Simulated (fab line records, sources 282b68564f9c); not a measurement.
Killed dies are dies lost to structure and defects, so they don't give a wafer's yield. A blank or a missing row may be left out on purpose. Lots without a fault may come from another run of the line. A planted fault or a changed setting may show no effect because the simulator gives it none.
fab line records | flow rit_cmos
record lots=6 wafers=18 last_day=7
route steps=202 shown NLDD@111 PLDD@114 M1@202
lots that met no fault: from a run of the same line without faults
start_h: hours from the record's first day to the start of the lot's first wafer shown | wait_h: hours since the lot's step before | " the same as in the row above | L1.1+2: a row that stands for several wafers | - no value, or no start given | * or withheld: withheld | < > ~ a bound
route shown NAME@n: a module of which the file shows steps, and the number in the route of the first | usual: mean/standard deviation of fault-free wafers | same: alike in all rows | chamber/n: place in a boat | sites: the reading at each site | _std_site: their standard deviation | _edge_site: outer sites' mean less inner sites' | radius_mm: how far each site lies from the wafer's centre | mask NAME#n: copy n | behind: the tool/chamber that last shaped the wafer | hold: why the lot was held/for how many hours/how that ended | device: the transistor (n, p or np) that didn't switch | end of line: the same wafers' tests at the end of the route | a step without rows: its recipe alone | killed: dies lost to structure and defects at the first sort, not the wafer's yield | map: a wafer's dies, x killed, . not, _ none there
set.NAME: the setting as run; set.NAME@STEP: as run at that earlier step | model.NAME: the simulator's own value behind a step, which no gauge read
lots at some steps of the route; a table a step, a row a wafer
services: from which hour (start_h, from the record's first day; less than 0 if before it) a tool's chamber was out of use, for how many hours, and why
## steps
# step RIT_NLDD_IMPLANT_08
# recipe species=P energy_kev=20 dose_cm2=5e+14 tilt_deg=7
# step RIT_NLDD_STRIP_09
# recipe chemistry=O2 time_s=180 resist=NOVOLAK platen_temp_c=withheld power_w=500 pressure_mtorr=4000 o2_flow_sccm=4000
# usual drypump_motor_current_A=6.1/0.39 o2_flow_sccm=3999/11
# columns lot.wafer tool chamber start_h wait_h drypump_motor_current_A o2_flow_sccm rf_hours_counter_h
L748.1 plasma_asher-04 1 56.47 0.1 6.1 3981 27
L748.2 " 0 " " 6.0 3983 27
L748.3 " 0 " " 6.1 3989 -
L752.1 plasma_asher-02 0 75.97 0.1 5.3 4002 44
L752.3 " 0 " " 5.3 4009 -
L752.6 " 0 " " 5.3 3998 -
L753.2 plasma_asher-02 0 78.52 0.1 5.3 3987 44
L753.3 " 0 " " 5.3 3992 -
L753.5 " 0 " " 5.3 3984 -
L760.1 plasma_asher-04 0 114.72 0.1 6.0 3992 35
L760.4 " 1 " " 6.1 3991 -
L760.6 " 1 " " 6.1 3975 -
L763.1 plasma_asher-03 0 131.61 0.1 6.5 4014 2
L763.3 " 0 " " 6.5 3999 -
L763.4 " 1 " " 6.3 4000 -
L766.3 plasma_asher-03 1 143.46 0.1 6.3 3998 -
L766.5 " 1 " " 6.3 4003 -
L766.6 " 0 " " 6.5 3983 -
# step RIT_NLDD_TW_MEAS_10
# usual NLDD_TW=2510/24
# columns lot.wafer tool chamber start_h wait_h NLDD_TW
L748.1 film_metro-02 - 56.64 0.1 2528
L748.2 " - " " 2532
L748.3 " - " " 2523
L752.1 film_metro-02 - 76.15 0.1 2507
L752.3 " - " " 2522
L752.6 " - " " 2529
L753.2 film_metro-01 - 78.71 0.1 2537
L753.3 " - " " 2529
L753.5 " - " " 2542
L760.1 film_metro-02 - 114.90 0.1 2502
L760.4 " - " " 2517
L760.6 " - " " 2503
L763.1 film_metro-02 - 131.79 0.1 2526
L763.3 " - " " 2517
L763.4 " - " " 2515
L766.3 film_metro-01 - 143.60 0.1 2521
L766.5 " - " " 2523
L766.6 " - " " 2518
# step RIT_PLDD_HMDS_00
# recipe prime_time_s=60 prime_temp_c=140
# step RIT_PLDD_COAT_01
# recipe resist=NOVOLAK spin_rpm=3250 resist_thk_nm=1000
# step RIT_PLDD_SOFTBAKE_02
# recipe resist=NOVOLAK temp_c=90 time_s=60
# step RIT_PLDD_EXPOSE_03
# recipe mask_id=M8 na=0.57 target_cd_nm=40900 dose_mj=250
# step RIT_PLDD_PEB_04
# recipe resist=NOVOLAK temp_c=withheld time_s=withheld
# step RIT_PLDD_DEVELOP_05
# recipe resist=NOVOLAK develop_time_s=50 dev_temp_c=23
# step RIT_PLDD_OVL_MEAS_06
# usual PLDD_OVL=0.5/1.6
# columns lot.wafer tool chamber start_h wait_h PLDD_OVL[nm]
L748.1 overlay-01 - 57.81 - 0.8
L748.2 " - " " -0.2
L748.3 " - " " 0.5
L752.1 overlay-02 - 77.18 - 2.1
L752.3 " - " " 2.9
L752.6 " - " " 2.3
L753.2 overlay-02 - 79.62 - 0.0
L753.3 " - " " 0.0
L753.5 " - " " 1.2
L760.1 overlay-01 - 115.83 - -0.3
L760.4 " - " " -0.3
L760.6 " - " " -0.2
L763.1 overlay-02 - 132.82 - 1.4
L763.3 " - " " -0.6
L763.4 " - " " 1.0
L766.3 overlay-02 - 144.62 - -0.6
L766.5 " - " " 0.6
L766.6 " - " " 0.1
# step RIT_PLDD_HARDBAKE_07
# recipe resist=NOVOLAK temp_c=140 time_s=60
# step RIT_PLDD_IMPLANT_08
# recipe species=BF2 energy_kev=20 dose_cm2=9e+14 tilt_deg=7
# step RIT_PLDD_STRIP_09
# recipe chemistry=O2 time_s=180 resist=NOVOLAK platen_temp_c=withheld power_w=500 pressure_mtorr=4000 o2_flow_sccm=4000
# usual drypump_motor_current_A=6.18/0.2 o2_flow_sccm=3997/11
# columns lot.wafer tool chamber start_h wait_h drypump_motor_current_A o2_flow_sccm rf_hours_counter_h
L748.1 plasma_asher-01 1 58.15 0.1 5.86 3993 41
L748.2 " 0 " " 6.34 4001 41
L748.3 " 0 " " 6.32 3996 -
L752.1 plasma_asher-01 0 77.52 0.1 6.30 3991 44
L752.3 " 1 " " 5.90 3990 -
L752.6 " 0 " " 6.35 4009 -
L753.2 plasma_asher-01 1 79.95 0.1 5.91 1999 44
L753.3 " 0 " " 6.32 1985 -
L753.5 " 1 " " 5.90 1994 -
L760.1 plasma_asher-01 1 116.21 0.1 5.89 1999 48
L760.4 " 0 " " 6.28 2002 -
L760.6 " 1 " " 5.90 1987 -
L763.1 plasma_asher-03 0 133.16 0.1 6.48 4009 2
L763.3 " 0 " " 6.48 3990 -
L763.4 " 1 " " 6.30 4009 -
L766.3 plasma_asher-04 1 145.01 0.1 6.15 4006 -
L766.5 " 0 " " 6.05 3998 -
L766.6 " 1 " " 6.14 4004 -
# step RIT_PLDD_TW_MEAS_10
# usual PLDD_TW=2358/28
# columns lot.wafer tool chamber start_h wait_h PLDD_TW
L748.1 film_metro-01 - 58.33 0.1 2392
L748.2 " - " " 2390
L748.3 " - " " 2391
L752.1 film_metro-01 - 77.70 0.1 2374
L752.3 " - " " 2403
L752.6 " - " " 2384
L753.2 film_metro-03 - 80.13 0.1 2333
L753.3 " - " " 2328
L753.5 " - " " 2342
L760.1 film_metro-01 - 116.39 0.1 2382
L760.4 " - " " 2374
L760.6 " - " " 2376
L763.1 film_metro-01 - 133.33 0.1 2382
L763.3 " - " " 2370
L763.4 " - " " 2376
L766.3 film_metro-01 - 145.14 0.1 2400
L766.5 " - " " 2384
L766.6 " - " " 2389
# step RIT_M1_PROBE_99
# usual killed_at_contacts=0.1/0.34 killed_at_front_end=6.9/2.8 killed_dies=7.1/2.8 killed_open=3.4/1.9 killed_short=3.6/1.7
# same gross_dies=264 killed_at_M0_to_M3=0 killed_at_M4_up=0 killed_at_back_side=0 killed_at_other=0
# columns lot.wafer tool chamber start_h wait_h killed_at_contacts killed_at_front_end killed_dies killed_open killed_short
L752.1 prober-01 - 91.12 0.1 0 8 8 4 4
L752.3 prober-01 - 91.22 0.2 0 6 6 3 3
L752.6 prober-01 - 91.37 0.2 0 12 12 6 6
L753.2 prober-02 - 93.42 0.1 1 4 5 2 3
L753.3 prober-02 - 93.47 0.2 0 2 2 1 1
L753.5 prober-02 - 93.57 0.2 0 8 8 4 4
# killed by level:class
L752.1 FOX2:geometric_particle:open=2 FOX1:geometric_particle:short=1 FOX2:geometric_particle:short=1 GATE:geometric_particle:open=1 REOX:geometric_particle:short=1 SILICIDE:geometric_particle:short=1 SILICIDE:geometric_particle:open=1
L752.3 SPACER:geometric_particle:open=2 FOX1:geometric_particle:short=1 GATE:geometric_particle:open=1 REOX:geometric_particle:short=1 SILICIDE:geometric_particle:short=1
L752.6 GATE:geometric_particle:open=4 GATE:geometric_particle:short=3 SPACER:geometric_particle:open=2 FOX2:geometric_particle:short=1 REOX:geometric_particle:short=1 SILICIDE:geometric_particle:short=1
L753.2 REOX:geometric_particle:open=2 FOX1:geometric_particle:short=1 SPACER:geometric_particle:short=1 CONTACT:geometric_particle:short=1
L753.3 FOX1:geometric_particle:open=1 FOX1:geometric_particle:short=1
L753.5 FOX1:geometric_particle:short=2 SPACER:geometric_particle:open=2 FOX1:geometric_particle:open=1 FOX2:geometric_particle:short=1 GATE:geometric_particle:open=1 GATE:geometric_particle:short=1
## services
# columns tool chamber start_h hours kind
plasma_asher-02 - 40.67 2.8 pm
plasma_asher-03 - 57.75 28.1 pm
plasma_asher-03 - 105.49 1.6 repair
plasma_asher-03 - 108.75 9.0 pm
plasma_asher-03 0 108.75 9.0 vent_cycle
plasma_asher-03 1 108.75 9.0 vent_cycle
plasma_asher-01 - 111.83 4.1 repair
plasma_asher-03 0 117.75 - clean
plasma_asher-03 1 117.75 - clean
## key
first_sign step=RIT_PLDD_STRIP_09 reading=o2_flow_sccm direction=down sigmas=99+ usual=3997 struck=1994
effect none on later readings
met_at RIT_PLDD_STRIP_09
struck_wafers L753.2,L753.3,L753.5,L760.1,L760.4,L760.6
tester_left_out L753,L760
onset_between 77.52 79.95
fault kind=process_parameter_drift tool=plasma_asher-01 chamber=- onset_h=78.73 steps=RIT_PLDD_STRIP_09 channel=o2_flow_sccm offset=-2000 shape=step end_h=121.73 acts_in=these_recipes_only stated=4000
# tester_left_out: of these lots the tester's yield and bins aren't shown, on N5 and GAA mostly nor the transistor test; their killed dies are dies lost to structure and defects alone, not to doping, threshold or leakage, so they don't give the yield
